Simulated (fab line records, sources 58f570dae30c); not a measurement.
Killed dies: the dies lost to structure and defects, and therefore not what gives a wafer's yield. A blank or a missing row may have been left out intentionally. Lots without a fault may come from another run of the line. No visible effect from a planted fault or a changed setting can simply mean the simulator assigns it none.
One fault seen from 2 desks :: flow berkeley_cmos170 :: each desk holds nothing but its own numbers, with what lay behind them at the end

## METROLOGY DESK
What the gauges read for every lot (on any tool): the sampled wafers with a number, averaged. Marked OUT: a lot whose mean sits more than 4 standard deviations from the usual mean, which makes it out of limits; the brackets give that distance.
Columns: A = cd_nm at UCB170_GATE_CD_MEAS_12, usual 349.3 nm; B = PSD_TW at UCB170_PSD_TW_MEAS_10, usual 2324
lot: L208
first seen here: day 7 08:25
A: 347.8
B: 2351

lot: L211
first seen here: day 7 17:05
A: 349.0
B: 2309

lot: L216
first seen here: day 8 12:08
A: 348.3
B: 2343

lot: L214
first seen here: day 8 12:24
A: 349.8
B: 30 (-99 or more) OUT

lot: L218
first seen here: day 8 21:50
A: 347.2
B: 30 (-99 or more) OUT

lot: L221
first seen here: day 10 08:36
A: 350.5
B: 2345

lot: L223
first seen here: day 10 08:49
A: 348.4
B: 2295

lot: L222
first seen here: day 10 09:08
A: 350.3
B: 2326

lot: L224
first seen here: day 10 20:58
A: 350.4
B: 2356

lot: L227
first seen here: day 10 21:23
A: 348.3
B: 2339

lot: L225
first seen here: day 10 21:38
A: 347.6
B: 2342

lot: L229
first seen here: day 11 15:58
A: 351.2
B: 2322

lot: L228
first seen here: day 11 16:07
A: 347.3
B: 2294

lot: L230
first seen here: day 12 00:55
A: 350.5
B: 2354
Finding of this desk: L214, L218 out of limits, first seen on L214 at day 8 23:29 (PSD_TW at UCB170_PSD_TW_MEAS_10). Within limits: L208, L211, L216, L221, L223, L222, L224, L227, L225, L229, L228, L230.

## TOOL OWNER'S DESK, plasma_asher-04
The tool's own readings at UCB170_NLDD_STRIP_10 (strips in O2): means of the sampled wafers that have a number, for each lot that ran on this tool. Marked OUT: a lot whose mean sits more than 4 standard deviations from the usual mean, which makes it out of limits; the brackets give that distance.
Columns: A = chamber_pressure_mTorr at UCB170_NLDD_STRIP_10, usual 3500 mTorr; B = drypump_motor_current_A at UCB170_NLDD_STRIP_10, usual 6.0 A; C = oes_product_au at UCB170_NLDD_STRIP_10, usual 0.734 a.u.; D = strip_time_to_endpoint_s at UCB170_NLDD_STRIP_10, usual 21.62 s
lot: L222
first seen here: day 10 13:19
A: 3499
B: 6.1
C: 0.736
D: 21.65

lot: L224
first seen here: day 11 01:31
A: 3500
B: 5.8
C: 0.735
D: 21.63

lot: L225
first seen here: day 11 02:22
A: 3498
B: 6.1
C: 0.736
D: 21.59
Result from this desk: across the 3 lots, nothing is out of limits.

## ALL TOGETHER
On L214, L218, the metrology desk was in a position to raise an alarm at day 8 23:29.
The tool owner's desk saw nothing out of limits.
The tool owner's desk has no number on record for L214, L218.
On plasma_asher-04, each named lot ran UCB170_NLDD_STRIP_10.

## WHAT THE SIMULATOR HAD INSERTED
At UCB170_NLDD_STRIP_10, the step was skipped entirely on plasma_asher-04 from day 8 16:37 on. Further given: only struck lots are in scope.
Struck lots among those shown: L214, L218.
Time in hours between the start of the fault and the first out-of-limits reading at each desk: metrology desk, 7.
